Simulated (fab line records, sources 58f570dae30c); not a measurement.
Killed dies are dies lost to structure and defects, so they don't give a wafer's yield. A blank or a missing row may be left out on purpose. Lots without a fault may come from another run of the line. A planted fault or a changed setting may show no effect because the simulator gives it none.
Chamber matching | flow berkeley_cmos170 | UCB170_ACTIVE_CLEAN_17 on wet_bench-02: 3 sister chambers
The step cleans in SPM, time 600 s. 3 wafers are shown with their chamber, then 5 later ones without.

WAFERS WITH THEIR CHAMBER
wafer  | chamber | temp_c (C)
L478.5 | 3       | 120.23
L482.5 | 0       | 119.96
L485.6 | 1       | 119.75

WAFERS WITHOUT THEIR CHAMBER
wafer  | temp_c (C)
L490.3 | 120.10
L490.4 | 120.04
L490.5 | 119.97
L491.1 | 119.88
L491.3 | 119.79

WHICH CHAMBER EACH WENT THROUGH
wafer  | from the rows above     | in truth
L490.3 | can't be placed: 3 or 0 | 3
L490.4 | can't be placed: 0 or 3 | 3
L490.5 | 0                       | 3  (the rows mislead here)
L491.1 | can't be placed: 0 or 1 | 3
L491.3 | can't be placed: 1 or 0 | 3
Placed correctly: 0 of 5. Can't be placed from these rows: 4 (the true chamber is among the candidates in 2). Placed wrongly: 1.
How it was worked out, from the rows above alone: a wafer's distance from a chamber is the root of the sum, over the readings, of the square of ((its reading less the chamber's mean) divided by the reading's scatter). The wafer belongs to the nearest chamber; if the next one is less than 2 further off, it can't be placed. A chamber's mean is the mean of its shown wafers. The scatter: with one shown wafer a chamber, the root of the mean of the squares of how far each hidden wafer lies from its nearest shown one.
